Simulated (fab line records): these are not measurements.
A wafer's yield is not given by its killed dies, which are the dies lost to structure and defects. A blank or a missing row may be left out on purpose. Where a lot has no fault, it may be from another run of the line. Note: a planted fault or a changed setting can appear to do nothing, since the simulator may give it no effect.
Lot-split experiment | flow berkeley cmos170 | 23 wafers read across 5 lots, on a route 331 steps long

## ABOUT THE SPLIT
At UCB170_ACTIVE_CVD_05 (deposits Si3N4 from SiH2Cl2/NH3, target thk 220 nm, time 3300 s), the setting temp c was moved away from the recipe's 800 C on 15 of the 23 wafers read, by -2.6% to +2.4%. All remaining wafers had this setting at the recipe value.

## FROM THE SPLIT TO THE READING: what the file shows between them, 4 steps
- UCB170_ACTIVE_THK_MEAS_06
- UCB170_ACTIVE_SOFTBAKE_09: time 60 s (also split here: time s)
- UCB170_ACTIVE_EXPOSE_10: exposes mask ACTIVE, target cd 1200 nm
- UCB170_ACTIVE_PEB_11

## THE READING
oes product au, in a.u., at UCB170_ACTIVE_ETCH_15 (etches Si3N4 in CH3F/Ar/O2, stops on SiO2, target depth 242 nm, time 151 s). On this fab line, fault-free wafers typically give 0.926 a.u. with a standard deviation of 0.014 a.u.

wafer  | tool, chamber at the split | temp c as run, C | against the recipe | oes product au, a.u. | against lot-mates on the recipe
L074.2 | -, -                       | 816.3            | +2.0%              | 0.959                | no lot-mate on the recipe
L074.3 | -, -                       | 816.3            | +2.0%              | 0.955                | no lot-mate on the recipe
L074.4 | -, -                       | 816.3            | +2.0%              | 0.978                | no lot-mate on the recipe
L074.5 | -, -                       | 816.3            | +2.0%              | 0.968                | no lot-mate on the recipe
L074.6 | -, -                       | 816.3            | +2.0%              | 0.978                | no lot-mate on the recipe
L076.1 | lpcvd-01, 0                | 800              | recipe             | 0.922                | -
L076.2 | lpcvd-01, 0                | 800              | recipe             | 0.935                | -
L076.3 | lpcvd-01, 0                | 800              | recipe             | 0.929                | -
L080.1 | -, -                       | 819.1            | +2.4%              | 1.001                | no lot-mate on the recipe
L080.2 | -, -                       | 819.1            | +2.4%              | 0.979                | no lot-mate on the recipe
L080.3 | -, -                       | 819.1            | +2.4%              | 0.985                | no lot-mate on the recipe
L080.4 | -, -                       | 819.1            | +2.4%              | 1.003                | no lot-mate on the recipe
L080.6 | -, -                       | 819.1            | +2.4%              | 0.988                | no lot-mate on the recipe
L084.1 | -, -                       | 779.5            | -2.6%              | 0.765                | no lot-mate on the recipe
L084.2 | -, -                       | 779.5            | -2.6%              | 0.747                | no lot-mate on the recipe
L084.3 | -, -                       | 779.5            | -2.6%              | 0.759                | no lot-mate on the recipe
L084.4 | -, -                       | 779.5            | -2.6%              | 0.740                | no lot-mate on the recipe
L084.5 | -, -                       | 779.5            | -2.6%              | 0.744                | no lot-mate on the recipe
L082.1 | -, -                       | 800              | recipe             | 0.918                | -
L082.2 | -, -                       | 800              | recipe             | 0.923                | -
L082.3 | -, -                       | 800              | recipe             | 0.908                | -
L082.4 | -, -                       | 800              | recipe             | 0.920                | -
L082.6 | -, -                       | 800              | recipe             | 0.917                | -

THE FIT
A straight line over all 23 wafers: oes product au changes by +0.0459 a.u. for each +1% of temp c; r = +0.96; the points scatter about the line by 0.025 a.u.
Too few moved wafers have a lot-mate on the recipe to fit a line with each lot's own level taken away.

## THE WHOLE CHAIN: every reading that the file lists as answering this split, in the file's order
step                      | what it does                                                               | reading                                                                        | change (the file's fit)                  | r (the file's)
UCB170_ACTIVE_CVD_05      | deposits Si3N4 from SiH2Cl2/NH3, target thk 220 nm, time 3300 s            | Si3N4_of_ACTIVE_CVD_05.thk nm (the simulator's own value, which no gauge read) | +32.7 nm for each +1% of the setting     | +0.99
UCB170_ACTIVE_THK_MEAS_06 |                                                                            | ACTIVE_NITRIDE_THK                                                             | +32.7 for each +1% of the setting        | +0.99
UCB170_ACTIVE_ETCH_15     | etches Si3N4 in CH3F/Ar/O2, stops on SiO2, target depth 242 nm, time 151 s | oes product au                                                                 | +0.0459 a.u. for each +1% of the setting | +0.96

## THE FILE'S OWN FIT
oes product au changes by +0.0459 a.u. for each +1% of temp c, r = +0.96.
